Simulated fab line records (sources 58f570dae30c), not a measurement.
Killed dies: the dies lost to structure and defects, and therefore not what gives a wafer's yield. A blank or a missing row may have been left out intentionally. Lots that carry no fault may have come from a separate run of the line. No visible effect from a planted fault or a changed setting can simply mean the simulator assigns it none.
fab line records / flow berkeley_cmos170
record: lots: 5 wafers: 15 last_day: 11
route steps=331 shown CONTACT@228 M1@238
lots that met no fault: from a run of the same line without faults
start_h: the number of hours between the record's first day and the start of the first shown wafer of the lot / wait_h: hours since the lot's step before / " identical to the entry in the row above / L1.1+2: a single row standing in for several wafers / - either no value or no given start / * or withheld: withheld / < > ~ a bound
route shown NAME@n: a module of which the file shows steps, and the number in the route of the first / usual: mean and standard deviation over wafers with no fault / same: alike in all rows / chamber/n: place in a boat / sites: each site's reading / _std_site: how widely they spread, as a standard deviation / _edge_site: the outer-site mean with the inner-site mean subtracted / radius_mm: for every site, how far away it sits from the centre of the wafer / mask NAME#n: copy n / behind: the most recent tool/chamber to have shaped the wafer / hold: cause of the lot's hold/its duration in hours/its outcome / device: the transistor (n, p or np) that didn't switch / end of line: at the end of the route, the tests of the same wafers / a step given without rows: its recipe and nothing more / killed: dies lost to structure and defects at the first sort, not the wafer's yield / map: shows each die of a wafer: x if killed, . if not, _ if none is there
set.NAME: the setting the step ran with; set.NAME@STEP: the setting that earlier step ran with / model.NAME: the simulator's own value behind a step, which no gauge read
certain route steps with their lots: each step a table, each wafer a row
services: a tool's chamber out of use, with start hour (start_h, from the record's first day; less than 0 if before it), hours out, and reason
== steps ==
step: UCB170_CONTACT_EXPOSE_12
recipe: mask_id: CONT target_cd_nm: 700 na: 0.5 sigma_outer: 0.6 source_shape: conventional dose_mj: 35
same: na: 0.5
lot.wafer=L077.1+4+6 tool=krf_scanner-02 chamber=0 start_h=158.09 wait_h=- mask=CONT#0
lot.wafer=L079.2+5+6 tool=krf_scanner-01 chamber=0 start_h=168.86 wait_h=- mask=CONT#0
lot.wafer=L085.2+5+6 tool=krf_scanner-01 chamber=0 start_h=210.88 wait_h=- mask=CONT#0
lot.wafer=L087.2+3+5 tool=krf_scanner-01 chamber=0 start_h=211.05 wait_h=- mask=CONT#0
lot.wafer=L096.3+5+6 tool=krf_scanner-02 chamber=0 start_h=252.39 wait_h=- mask=CONT#0
step: UCB170_CONTACT_PEB_13
recipe: peb_temp_c: 130 peb_time_s: withheld resist: KrF
lot.wafer=L077.1+4+6 tool=litho_track-04 chamber=0 start_h=158.21 wait_h=0.1
lot.wafer=L079.2+5+6 tool=litho_track-01 chamber=0 start_h=168.99 wait_h=0.1
lot.wafer=L085.2+5+6 tool=litho_track-03 chamber=0 start_h=211.53 wait_h=0.6
lot.wafer=L087.2+3+5 tool=litho_track-04 chamber=0 start_h=211.80 wait_h=0.7
lot.wafer=L096.3+5+6 tool=litho_track-01 chamber=0 start_h=252.52 wait_h=0.1
step: UCB170_CONTACT_DEVELOP_14
recipe: developer: TMAH develop_time_s: 45 resist: KrF dev_temp_c: 21
lot.wafer=L077.1+4+6 tool=litho_track-04 chamber=0 start_h=- wait_h=-
lot.wafer=L079.2+5+6 tool=litho_track-01 chamber=0 start_h=- wait_h=-
lot.wafer=L085.2+5+6 tool=litho_track-03 chamber=0 start_h=- wait_h=-
lot.wafer=L087.2+3+5 tool=litho_track-04 chamber=0 start_h=- wait_h=-
lot.wafer=L096.3+5+6 tool=litho_track-01 chamber=0 start_h=- wait_h=-
step: UCB170_CONTACT_CD_MEAS_15
recipe: target_cd_nm: 700
usual: cd_nm: 700.0/1.2
lot.wafer=L077.1 tool=cd_sem-01 chamber=- start_h=158.48 wait_h=- cd_nm=701.6
lot.wafer=L077.4 tool=cd_sem-01 chamber=- start_h=158.48 wait_h=- cd_nm=700.9
lot.wafer=L077.6 tool=cd_sem-01 chamber=- start_h=158.48 wait_h=- cd_nm=699.4
lot.wafer=L079.2 tool=cd_sem-01 chamber=- start_h=169.26 wait_h=- cd_nm=699.5
lot.wafer=L079.5 tool=cd_sem-01 chamber=- start_h=169.26 wait_h=- cd_nm=698.1
lot.wafer=L079.6 tool=cd_sem-01 chamber=- start_h=169.26 wait_h=- cd_nm=699.8
lot.wafer=L085.2 tool=cd_sem-01 chamber=- start_h=211.80 wait_h=- cd_nm=701.6
lot.wafer=L085.5 tool=cd_sem-01 chamber=- start_h=211.80 wait_h=- cd_nm=701.1
lot.wafer=L085.6 tool=cd_sem-01 chamber=- start_h=211.80 wait_h=- cd_nm=700.5
lot.wafer=L087.2 tool=cd_sem-02 chamber=- start_h=212.07 wait_h=- cd_nm=701.0
lot.wafer=L087.3 tool=cd_sem-02 chamber=- start_h=212.07 wait_h=- cd_nm=700.3
lot.wafer=L087.5 tool=cd_sem-02 chamber=- start_h=212.07 wait_h=- cd_nm=700.9
lot.wafer=L096.3 tool=cd_sem-02 chamber=- start_h=252.79 wait_h=- cd_nm=702.4
lot.wafer=L096.5 tool=cd_sem-02 chamber=- start_h=252.79 wait_h=- cd_nm=702.8
lot.wafer=L096.6 tool=cd_sem-02 chamber=- start_h=252.79 wait_h=- cd_nm=702.5
step: UCB170_CONTACT_OVL_MEAS_16
usual: CONTACT_OVL: -2/5.3
lot.wafer=L077.1 tool=overlay-02 chamber=- start_h=158.60 wait_h=0.1 CONTACT_OVL[nm]=4
lot.wafer=L077.4 tool=overlay-02 chamber=- start_h=158.60 wait_h=0.1 CONTACT_OVL[nm]=-1
lot.wafer=L077.6 tool=overlay-02 chamber=- start_h=158.60 wait_h=0.1 CONTACT_OVL[nm]=4
lot.wafer=L079.2 tool=overlay-02 chamber=- start_h=169.36 wait_h=0.1 CONTACT_OVL[nm]=9
lot.wafer=L079.5 tool=overlay-02 chamber=- start_h=169.36 wait_h=0.1 CONTACT_OVL[nm]=0
lot.wafer=L079.6 tool=overlay-02 chamber=- start_h=169.36 wait_h=0.1 CONTACT_OVL[nm]=-1
lot.wafer=L085.2 tool=overlay-01 chamber=- start_h=211.91 wait_h=0.1 CONTACT_OVL[nm]=3
lot.wafer=L085.5 tool=overlay-01 chamber=- start_h=211.91 wait_h=0.1 CONTACT_OVL[nm]=-5
lot.wafer=L085.6 tool=overlay-01 chamber=- start_h=211.91 wait_h=0.1 CONTACT_OVL[nm]=4
lot.wafer=L087.2 tool=overlay-02 chamber=- start_h=212.18 wait_h=0.1 CONTACT_OVL[nm]=3
lot.wafer=L087.3 tool=overlay-02 chamber=- start_h=212.18 wait_h=0.1 CONTACT_OVL[nm]=0
lot.wafer=L087.5 tool=overlay-02 chamber=- start_h=212.18 wait_h=0.1 CONTACT_OVL[nm]=-7
lot.wafer=L096.3 tool=overlay-02 chamber=- start_h=252.88 wait_h=0.1 CONTACT_OVL[nm]=3
lot.wafer=L096.5 tool=overlay-02 chamber=- start_h=252.88 wait_h=0.1 CONTACT_OVL[nm]=4
lot.wafer=L096.6 tool=overlay-02 chamber=- start_h=252.88 wait_h=0.1 CONTACT_OVL[nm]=3
step: UCB170_CONTACT_ETCH_17
recipe: chemistry: N2/H2 target_depth_a: withheld overetch_a: withheld target: BARC time_s: withheld source_w: 500 bias_w: 100 pressure_mtorr: 30 n2_flow_sccm: 100 h2_flow_sccm: 200
usual: chamber_pressure_mTorr: 30.000/0.026 drypump_motor_current_A: 5.7/0.39 n2_flow_sccm: 99.97/0.28 oes_product_au: 0.999/0.025 throttle_valve_pct: 13.31/0.18
lot.wafer=L077.1 tool=rie_diel-01 chamber=3 start_h=158.64 wait_h=0.0 chamber_pressure_mTorr=30.017 drypump_motor_current_A=5.8 n2_flow_sccm=100.14 oes_product_au=1.035 throttle_valve_pct=13.21
lot.wafer=L077.4 tool=rie_diel-01 chamber=1 start_h=158.64 wait_h=0.0 chamber_pressure_mTorr=29.995 drypump_motor_current_A=5.7 n2_flow_sccm=99.84 oes_product_au=1.004 throttle_valve_pct=13.10
lot.wafer=L077.6 tool=rie_diel-01 chamber=3 start_h=158.64 wait_h=0.0 chamber_pressure_mTorr=29.978 drypump_motor_current_A=5.8 n2_flow_sccm=100.56 oes_product_au=1.039 throttle_valve_pct=13.23
lot.wafer=L079.2 tool=rie_diel-01 chamber=2 start_h=169.39 wait_h=0.0 chamber_pressure_mTorr=30.056 drypump_motor_current_A=5.9 n2_flow_sccm=100.13 oes_product_au=1.029 throttle_valve_pct=13.34
lot.wafer=L079.5 tool=rie_diel-01 chamber=1 start_h=169.39 wait_h=0.0 chamber_pressure_mTorr=29.966 drypump_motor_current_A=5.7 n2_flow_sccm=99.83 oes_product_au=0.991 throttle_valve_pct=13.11
lot.wafer=L079.6 tool=rie_diel-01 chamber=2 start_h=169.39 wait_h=0.0 chamber_pressure_mTorr=29.959 drypump_motor_current_A=5.9 n2_flow_sccm=100.12 oes_product_au=1.036 throttle_valve_pct=13.35
lot.wafer=L085.2 tool=rie_diel-03 chamber=2 start_h=211.94 wait_h=0.0 chamber_pressure_mTorr=30.025 drypump_motor_current_A=6.3 n2_flow_sccm=100.28 oes_product_au=0.991 throttle_valve_pct=13.60
lot.wafer=L085.5 tool=rie_diel-03 chamber=1 start_h=211.94 wait_h=0.0 chamber_pressure_mTorr=29.997 drypump_motor_current_A=5.5 n2_flow_sccm=100.44 oes_product_au=1.012 throttle_valve_pct=13.52
lot.wafer=L085.6 tool=rie_diel-03 chamber=2 start_h=211.94 wait_h=0.0 chamber_pressure_mTorr=30.011 drypump_motor_current_A=6.2 n2_flow_sccm=100.28 oes_product_au=0.994 throttle_valve_pct=13.62
lot.wafer=L087.2 tool=rie_diel-01 chamber=2 start_h=212.21 wait_h=0.0 chamber_pressure_mTorr=30.026 drypump_motor_current_A=5.9 n2_flow_sccm=99.72 oes_product_au=1.035 throttle_valve_pct=13.33
lot.wafer=L087.3 tool=rie_diel-01 chamber=0 start_h=212.21 wait_h=0.0 chamber_pressure_mTorr=30.039 drypump_motor_current_A=5.2 n2_flow_sccm=100.36 oes_product_au=1.005 throttle_valve_pct=12.93
lot.wafer=L087.5 tool=rie_diel-01 chamber=1 start_h=212.21 wait_h=0.0 chamber_pressure_mTorr=29.989 drypump_motor_current_A=5.7 n2_flow_sccm=100.10 oes_product_au=0.989 throttle_valve_pct=13.10
lot.wafer=L096.3 tool=rie_diel-03 chamber=2 start_h=252.90 wait_h=0.0 chamber_pressure_mTorr=30.006 drypump_motor_current_A=6.3 n2_flow_sccm=99.15 oes_product_au=0.989 throttle_valve_pct=13.62
lot.wafer=L096.5 tool=rie_diel-03 chamber=1 start_h=252.90 wait_h=0.0 chamber_pressure_mTorr=29.993 drypump_motor_current_A=5.5 n2_flow_sccm=99.74 oes_product_au=1.018 throttle_valve_pct=13.53
lot.wafer=L096.6 tool=rie_diel-03 chamber=0 start_h=252.90 wait_h=0.0 chamber_pressure_mTorr=30.065 drypump_motor_current_A=6.6 n2_flow_sccm=100.43 oes_product_au=0.997 throttle_valve_pct=13.07
step: UCB170_CONTACT_ETCH_18
recipe: chemistry: CHF3/CF4/Ar target: PSG stop_on: TiSi2 CHF3_flow_sccm: 45 cf4_flow_sccm: 15 Ar_flow_sccm: 150 pressure_mtorr: 200 rf_w: 700 target_depth_a: 8400 over_etch_frac: 0.2 time_s: 195
usual: chamber_pressure_mTorr: 200.03/0.17 drypump_motor_current_A: 5.7/0.4 mfc_ar_sccm: 150.0/0.5 oes_product_au: 0.900/0.018 throttle_valve_pct: 6.94/0.13
lot.wafer=L077.1 tool=rie_diel-01 chamber=3 start_h=- wait_h=- chamber_pressure_mTorr=200.00 drypump_motor_current_A=5.8 mfc_ar_sccm=150.5 oes_product_au=0.913 rf_hours_counter_h=51 throttle_valve_pct=6.95
lot.wafer=L077.4 tool=rie_diel-01 chamber=1 start_h=- wait_h=- chamber_pressure_mTorr=200.19 drypump_motor_current_A=5.7 mfc_ar_sccm=150.2 oes_product_au=0.895 rf_hours_counter_h=- throttle_valve_pct=6.76
lot.wafer=L077.6 tool=rie_diel-01 chamber=3 start_h=- wait_h=- chamber_pressure_mTorr=200.14 drypump_motor_current_A=5.8 mfc_ar_sccm=149.9 oes_product_au=0.917 rf_hours_counter_h=- throttle_valve_pct=6.94
lot.wafer=L079.2 tool=rie_diel-01 chamber=2 start_h=- wait_h=- chamber_pressure_mTorr=200.11 drypump_motor_current_A=5.9 mfc_ar_sccm=150.1 oes_product_au=0.927 rf_hours_counter_h=111 throttle_valve_pct=6.96
lot.wafer=L079.5 tool=rie_diel-01 chamber=1 start_h=- wait_h=- chamber_pressure_mTorr=200.33 drypump_motor_current_A=5.7 mfc_ar_sccm=150.5 oes_product_au=0.882 rf_hours_counter_h=- throttle_valve_pct=6.75
lot.wafer=L079.6 tool=rie_diel-01 chamber=2 start_h=- wait_h=- chamber_pressure_mTorr=200.16 drypump_motor_current_A=5.9 mfc_ar_sccm=150.4 oes_product_au=0.924 rf_hours_counter_h=- throttle_valve_pct=6.96
lot.wafer=L085.2 tool=rie_diel-03 chamber=2 start_h=- wait_h=- chamber_pressure_mTorr=199.81 drypump_motor_current_A=6.2 mfc_ar_sccm=149.4 oes_product_au=0.911 rf_hours_counter_h=136 throttle_valve_pct=7.11
lot.wafer=L085.5 tool=rie_diel-03 chamber=1 start_h=- wait_h=- chamber_pressure_mTorr=199.72 drypump_motor_current_A=5.5 mfc_ar_sccm=150.3 oes_product_au=0.896 rf_hours_counter_h=- throttle_valve_pct=7.05
lot.wafer=L085.6 tool=rie_diel-03 chamber=2 start_h=- wait_h=- chamber_pressure_mTorr=199.99 drypump_motor_current_A=6.3 mfc_ar_sccm=149.7 oes_product_au=0.904 rf_hours_counter_h=- throttle_valve_pct=7.10
lot.wafer=L087.2 tool=rie_diel-01 chamber=2 start_h=- wait_h=- chamber_pressure_mTorr=199.97 drypump_motor_current_A=5.9 mfc_ar_sccm=150.5 oes_product_au=0.923 rf_hours_counter_h=114 throttle_valve_pct=6.96
lot.wafer=L087.3 tool=rie_diel-01 chamber=0 start_h=- wait_h=- chamber_pressure_mTorr=199.87 drypump_motor_current_A=5.2 mfc_ar_sccm=150.0 oes_product_au=0.908 rf_hours_counter_h=0 throttle_valve_pct=6.70
lot.wafer=L087.5 tool=rie_diel-01 chamber=1 start_h=- wait_h=- chamber_pressure_mTorr=199.82 drypump_motor_current_A=5.7 mfc_ar_sccm=149.7 oes_product_au=0.886 rf_hours_counter_h=- throttle_valve_pct=6.75
lot.wafer=L096.3 tool=rie_diel-03 chamber=2 start_h=- wait_h=- chamber_pressure_mTorr=199.98 drypump_motor_current_A=6.3 mfc_ar_sccm=150.7 oes_product_au=0.892 rf_hours_counter_h=138 throttle_valve_pct=7.13
lot.wafer=L096.5 tool=rie_diel-03 chamber=1 start_h=- wait_h=- chamber_pressure_mTorr=200.00 drypump_motor_current_A=5.4 mfc_ar_sccm=149.8 oes_product_au=0.888 rf_hours_counter_h=- throttle_valve_pct=7.07
lot.wafer=L096.6 tool=rie_diel-03 chamber=0 start_h=- wait_h=- chamber_pressure_mTorr=200.05 drypump_motor_current_A=6.6 mfc_ar_sccm=151.1 oes_product_au=0.893 rf_hours_counter_h=- throttle_valve_pct=6.75
step: UCB170_CONTACT_STRIP_19
recipe: chemistry: O2 power_w: 400 pressure_mtorr: 3500 platen_temp_c: withheld o2_flow_sccm: 400 overash_fraction: 0.5
usual: chamber_pressure_mTorr: 3500/3.2 drypump_motor_current_A: 5.9/0.33 oes_product_au: 0.725/0.005
lot.wafer=L077.1 tool=plasma_asher-03 chamber=0 start_h=158.80 wait_h=- chamber_pressure_mTorr=3489 drypump_motor_current_A=5.6 oes_product_au=0.726 rf_hours_counter_h=46
lot.wafer=L077.4 tool=plasma_asher-03 chamber=0 start_h=158.80 wait_h=- chamber_pressure_mTorr=3500 drypump_motor_current_A=5.7 oes_product_au=0.730 rf_hours_counter_h=-
lot.wafer=L077.6 tool=plasma_asher-03 chamber=0 start_h=158.80 wait_h=- chamber_pressure_mTorr=3503 drypump_motor_current_A=5.6 oes_product_au=0.726 rf_hours_counter_h=-
lot.wafer=L079.2 tool=plasma_asher-01 chamber=1 start_h=169.56 wait_h=- chamber_pressure_mTorr=3501 drypump_motor_current_A=6.3 oes_product_au=0.732 rf_hours_counter_h=42
lot.wafer=L079.5 tool=plasma_asher-01 chamber=1 start_h=169.56 wait_h=- chamber_pressure_mTorr=3499 drypump_motor_current_A=6.3 oes_product_au=0.728 rf_hours_counter_h=-
lot.wafer=L079.6 tool=plasma_asher-01 chamber=0 start_h=169.56 wait_h=- chamber_pressure_mTorr=3499 drypump_motor_current_A=5.5 oes_product_au=0.730 rf_hours_counter_h=-
lot.wafer=L085.2 tool=plasma_asher-01 chamber=0 start_h=212.11 wait_h=- chamber_pressure_mTorr=3502 drypump_motor_current_A=5.5 oes_product_au=0.732 rf_hours_counter_h=47
lot.wafer=L085.5 tool=plasma_asher-01 chamber=1 start_h=212.11 wait_h=- chamber_pressure_mTorr=3503 drypump_motor_current_A=6.3 oes_product_au=0.721 rf_hours_counter_h=-
lot.wafer=L085.6 tool=plasma_asher-01 chamber=0 start_h=212.11 wait_h=- chamber_pressure_mTorr=3501 drypump_motor_current_A=5.5 oes_product_au=0.728 rf_hours_counter_h=-
lot.wafer=L087.2 tool=plasma_asher-02 chamber=1 start_h=212.37 wait_h=- chamber_pressure_mTorr=3493 drypump_motor_current_A=5.8 oes_product_au=0.720 rf_hours_counter_h=13
lot.wafer=L087.3 tool=plasma_asher-02 chamber=0 start_h=212.37 wait_h=- chamber_pressure_mTorr=3501 drypump_motor_current_A=5.8 oes_product_au=0.720 rf_hours_counter_h=-
lot.wafer=L087.5 tool=plasma_asher-02 chamber=1 start_h=212.37 wait_h=- chamber_pressure_mTorr=3496 drypump_motor_current_A=5.8 oes_product_au=0.726 rf_hours_counter_h=-
lot.wafer=L096.3 tool=plasma_asher-01 chamber=1 start_h=253.10 wait_h=- chamber_pressure_mTorr=3504 drypump_motor_current_A=6.3 oes_product_au=0.721 rf_hours_counter_h=-
lot.wafer=L096.5 tool=plasma_asher-01 chamber=1 start_h=253.10 wait_h=- chamber_pressure_mTorr=3498 drypump_motor_current_A=6.3 oes_product_au=0.728 rf_hours_counter_h=-
lot.wafer=L096.6 tool=plasma_asher-01 chamber=0 start_h=253.10 wait_h=- chamber_pressure_mTorr=3496 drypump_motor_current_A=5.5 oes_product_au=0.729 rf_hours_counter_h=-
step: UCB170_CONTACT_CD_MEAS_90
recipe: target_cd_nm: 700
usual: cd_nm: 699.9/1.4
lot.wafer=L077.1 tool=cd_sem-01 chamber=- start_h=158.90 wait_h=0.1 cd_nm=702.4
lot.wafer=L077.4 tool=cd_sem-01 chamber=- start_h=158.90 wait_h=0.1 cd_nm=700.3
lot.wafer=L077.6 tool=cd_sem-01 chamber=- start_h=158.90 wait_h=0.1 cd_nm=699.9
lot.wafer=L079.2 tool=cd_sem-01 chamber=- start_h=169.68 wait_h=0.1 cd_nm=699.4
lot.wafer=L079.5 tool=cd_sem-01 chamber=- start_h=169.68 wait_h=0.1 cd_nm=698.4
lot.wafer=L079.6 tool=cd_sem-01 chamber=- start_h=169.68 wait_h=0.1 cd_nm=699.8
lot.wafer=L085.2 tool=cd_sem-01 chamber=- start_h=212.23 wait_h=0.1 cd_nm=701.5
lot.wafer=L085.5 tool=cd_sem-01 chamber=- start_h=212.23 wait_h=0.1 cd_nm=701.2
lot.wafer=L085.6 tool=cd_sem-01 chamber=- start_h=212.23 wait_h=0.1 cd_nm=700.3
lot.wafer=L087.2 tool=cd_sem-02 chamber=- start_h=212.49 wait_h=0.1 cd_nm=701.2
lot.wafer=L087.3 tool=cd_sem-02 chamber=- start_h=212.49 wait_h=0.1 cd_nm=700.1
lot.wafer=L087.5 tool=cd_sem-02 chamber=- start_h=212.49 wait_h=0.1 cd_nm=701.0
lot.wafer=L096.3 tool=cd_sem-01 chamber=- start_h=253.21 wait_h=0.1 cd_nm=701.2
lot.wafer=L096.5 tool=cd_sem-01 chamber=- start_h=253.21 wait_h=0.1 cd_nm=703.7
lot.wafer=L096.6 tool=cd_sem-01 chamber=- start_h=253.21 wait_h=0.1 cd_nm=701.1
step: UCB170_CONTACT_CLEAN_20
recipe: chemistry: SPM temp_c: 120 time_s: 600
lot.wafer=L077.1+4+6 tool=wet_bench-02 chamber=3 start_h=159.02 wait_h=0.1
lot.wafer=L079.2+5+6 tool=wet_bench-03 chamber=0 start_h=169.78 wait_h=0.1
lot.wafer=L085.2+5+6 tool=wet_bench-02 chamber=0 start_h=212.33 wait_h=0.1
lot.wafer=L087.2+3+5 tool=wet_bench-02 chamber=0 start_h=212.59 wait_h=0.1
lot.wafer=L096.3+5+6 tool=wet_bench-02 chamber=0 start_h=253.29 wait_h=0.1
step: UCB170_M1_SPUTTER_00
recipe: material: Al target_thk_nm: 600 time_s: 80 power_w: 6000 chamber_pressure_pa: 0.5
usual: throttle_valve_pct: 30.1/0.97
lot.wafer=L077.1 tool=pvd_sputter-02 chamber=- start_h=159.20 wait_h=0.0 throttle_valve_pct=29.2
lot.wafer=L077.4 tool=pvd_sputter-02 chamber=- start_h=159.20 wait_h=0.0 throttle_valve_pct=32.2
lot.wafer=L077.6 tool=pvd_sputter-02 chamber=- start_h=159.20 wait_h=0.0 throttle_valve_pct=32.2
lot.wafer=L079.2 tool=pvd_sputter-01 chamber=- start_h=169.95 wait_h=0.0 throttle_valve_pct=30.8
lot.wafer=L079.5 tool=pvd_sputter-01 chamber=- start_h=169.95 wait_h=0.0 throttle_valve_pct=30.6
lot.wafer=L079.6 tool=pvd_sputter-01 chamber=- start_h=169.95 wait_h=0.0 throttle_valve_pct=30.9
lot.wafer=L085.2 tool=pvd_sputter-02 chamber=- start_h=212.50 wait_h=0.0 throttle_valve_pct=28.8
lot.wafer=L085.5 tool=pvd_sputter-02 chamber=- start_h=212.50 wait_h=0.0 throttle_valve_pct=31.8
lot.wafer=L085.6 tool=pvd_sputter-02 chamber=- start_h=212.50 wait_h=0.0 throttle_valve_pct=29.4
lot.wafer=L087.2 tool=pvd_sputter-04 chamber=- start_h=212.77 wait_h=0.0 throttle_valve_pct=28.8
lot.wafer=L087.3 tool=pvd_sputter-04 chamber=- start_h=212.77 wait_h=0.0 throttle_valve_pct=30.6
lot.wafer=L087.5 tool=pvd_sputter-04 chamber=- start_h=212.77 wait_h=0.0 throttle_valve_pct=28.8
lot.wafer=L096.3 tool=pvd_sputter-02 chamber=- start_h=253.50 wait_h=0.0 throttle_valve_pct=29.0
lot.wafer=L096.5 tool=pvd_sputter-02 chamber=- start_h=253.50 wait_h=0.0 throttle_valve_pct=31.8
lot.wafer=L096.6 tool=pvd_sputter-02 chamber=- start_h=253.50 wait_h=0.0 throttle_valve_pct=31.1
step: UCB170_M1_RS_MEAS_01
recipe: thk_meas_gauge: four-point-probe reads: Al_of_M1_SPUTTER_00
usual: M1_AL_RS: 0.0487/0.00058
lot.wafer=L077.1 tool=film_metro-01 chamber=- start_h=159.26 wait_h=0.0 M1_AL_RS[ohm/sq]=0.0495
lot.wafer=L077.4 tool=film_metro-01 chamber=- start_h=159.26 wait_h=0.0 M1_AL_RS[ohm/sq]=0.0491
lot.wafer=L077.6 tool=film_metro-01 chamber=- start_h=159.26 wait_h=0.0 M1_AL_RS[ohm/sq]=0.0491
lot.wafer=L079.2 tool=film_metro-02 chamber=- start_h=170.04 wait_h=0.1 M1_AL_RS[ohm/sq]=0.0484
lot.wafer=L079.5 tool=film_metro-02 chamber=- start_h=170.04 wait_h=0.1 M1_AL_RS[ohm/sq]=0.0487
lot.wafer=L079.6 tool=film_metro-02 chamber=- start_h=170.04 wait_h=0.1 M1_AL_RS[ohm/sq]=0.0484
lot.wafer=L085.2 tool=film_metro-01 chamber=- start_h=212.58 wait_h=0.1 M1_AL_RS[ohm/sq]=0.0474
lot.wafer=L085.5 tool=film_metro-01 chamber=- start_h=212.58 wait_h=0.1 M1_AL_RS[ohm/sq]=0.0480
lot.wafer=L085.6 tool=film_metro-01 chamber=- start_h=212.58 wait_h=0.1 M1_AL_RS[ohm/sq]=0.0478
lot.wafer=L087.2 tool=film_metro-04 chamber=- start_h=212.85 wait_h=0.1 M1_AL_RS[ohm/sq]=0.0485
lot.wafer=L087.3 tool=film_metro-04 chamber=- start_h=212.85 wait_h=0.1 M1_AL_RS[ohm/sq]=0.0481
lot.wafer=L087.5 tool=film_metro-04 chamber=- start_h=212.85 wait_h=0.1 M1_AL_RS[ohm/sq]=0.0487
lot.wafer=L096.3 tool=film_metro-04 chamber=- start_h=253.60 wait_h=0.1 M1_AL_RS[ohm/sq]=0.0497
lot.wafer=L096.5 tool=film_metro-04 chamber=- start_h=253.60 wait_h=0.1 M1_AL_RS[ohm/sq]=0.0495
lot.wafer=L096.6 tool=film_metro-04 chamber=- start_h=253.60 wait_h=0.1 M1_AL_RS[ohm/sq]=0.0497
step: UCB170_M1_THK_MEAS_02
recipe: thk_meas_gauge: xrf reads: Al_of_M1_SPUTTER_00
usual: M1_AL_THK: 602/8.4
lot.wafer=L077.1 tool=film_metro-01 chamber=- start_h=159.38 wait_h=0.1 M1_AL_THK[nm]=598
lot.wafer=L077.4 tool=film_metro-01 chamber=- start_h=159.38 wait_h=0.1 M1_AL_THK[nm]=600
lot.wafer=L077.6 tool=film_metro-01 chamber=- start_h=159.38 wait_h=0.1 M1_AL_THK[nm]=601
lot.wafer=L079.2 tool=film_metro-02 chamber=- start_h=170.15 wait_h=0.1 M1_AL_THK[nm]=603
lot.wafer=L079.5 tool=film_metro-02 chamber=- start_h=170.15 wait_h=0.1 M1_AL_THK[nm]=601
lot.wafer=L079.6 tool=film_metro-02 chamber=- start_h=170.15 wait_h=0.1 M1_AL_THK[nm]=607
lot.wafer=L085.2 tool=film_metro-01 chamber=- start_h=212.69 wait_h=0.1 M1_AL_THK[nm]=619
lot.wafer=L085.5 tool=film_metro-01 chamber=- start_h=212.69 wait_h=0.1 M1_AL_THK[nm]=611
lot.wafer=L085.6 tool=film_metro-01 chamber=- start_h=212.69 wait_h=0.1 M1_AL_THK[nm]=612
lot.wafer=L087.2 tool=film_metro-04 chamber=- start_h=212.96 wait_h=0.1 M1_AL_THK[nm]=604
lot.wafer=L087.3 tool=film_metro-04 chamber=- start_h=212.96 wait_h=0.1 M1_AL_THK[nm]=610
lot.wafer=L087.5 tool=film_metro-04 chamber=- start_h=212.96 wait_h=0.1 M1_AL_THK[nm]=604
lot.wafer=L096.3 tool=film_metro-04 chamber=- start_h=253.70 wait_h=0.1 M1_AL_THK[nm]=587
lot.wafer=L096.5 tool=film_metro-04 chamber=- start_h=253.70 wait_h=0.1 M1_AL_THK[nm]=589
lot.wafer=L096.6 tool=film_metro-04 chamber=- start_h=253.70 wait_h=0.1 M1_AL_THK[nm]=583
step: UCB170_M1_COAT_03
recipe: resist: BARC temp_c: withheld time_s: withheld spin_rpm: 3000 resist_thk_nm: withheld
lot.wafer=L077.1+4+6 tool=litho_track-01 chamber=0 start_h=159.65 wait_h=0.3
lot.wafer=L079.2+5+6 tool=litho_track-01 chamber=0 start_h=170.44 wait_h=0.3
lot.wafer=L085.2+5+6 tool=litho_track-04 chamber=0 start_h=213.07 wait_h=0.4
lot.wafer=L087.2+3+5 tool=litho_track-04 chamber=0 start_h=213.52 wait_h=0.6
lot.wafer=L096.3+5+6 tool=litho_track-02 chamber=0 start_h=253.79 wait_h=0.1
== services ==
tool=rie_diel-01 chamber=0 start_h=142.40 hours=44.4 kind=repair
tool=plasma_asher-01 chamber=- start_h=148.06 hours=14.6 kind=pm
tool=rie_diel-01 chamber=- start_h=152.03 hours=4.4 kind=repair
tool=rie_diel-01 chamber=- start_h=156.83 hours=0.5 kind=repair
tool=krf_scanner-02 chamber=- start_h=160.50 hours=0.8 kind=pm
tool=krf_scanner-02 chamber=- start_h=162.22 hours=7.2 kind=pm
tool=krf_scanner-01 chamber=- start_h=171.72 hours=1.0 kind=pm
tool=pvd_sputter-02 chamber=- start_h=177.68 hours=5.1 kind=repair
tool=rie_diel-03 chamber=- start_h=185.31 hours=2.1 kind=repair
tool=rie_diel-01 chamber=0 start_h=186.76 hours=- kind=clean
tool=rie_diel-01 chamber=0 start_h=186.76 hours=15.1 kind=scheduled_down
tool=rie_diel-01 chamber=0 start_h=186.76 hours=15.1 kind=vent_cycle
tool=rie_diel-03 chamber=0 start_h=190.11 hours=- kind=clean
tool=rie_diel-03 chamber=0 start_h=190.11 hours=25.9 kind=scheduled_down
tool=plasma_asher-01 chamber=- start_h=193.15 hours=0.9 kind=repair
tool=pvd_sputter-02 chamber=- start_h=199.21 hours=0.7 kind=repair
tool=krf_scanner-02 chamber=- start_h=205.99 hours=11.6 kind=pm
tool=rie_diel-03 chamber=2 start_h=215.00 hours=13.8 kind=repair
tool=plasma_asher-02 chamber=- start_h=217.50 hours=15.6 kind=pm
tool=krf_scanner-02 chamber=- start_h=225.71 hours=1.0 kind=pm
tool=krf_scanner-02 chamber=- start_h=233.22 hours=1.3 kind=pm
tool=krf_scanner-01 chamber=- start_h=249.97 hours=4.0 kind=pm
tool=pvd_sputter-04 chamber=- start_h=252.26 hours=1.8 kind=repair
tool=krf_scanner-02 chamber=- start_h=253.50 hours=1.5 kind=repair
== key ==
fault none
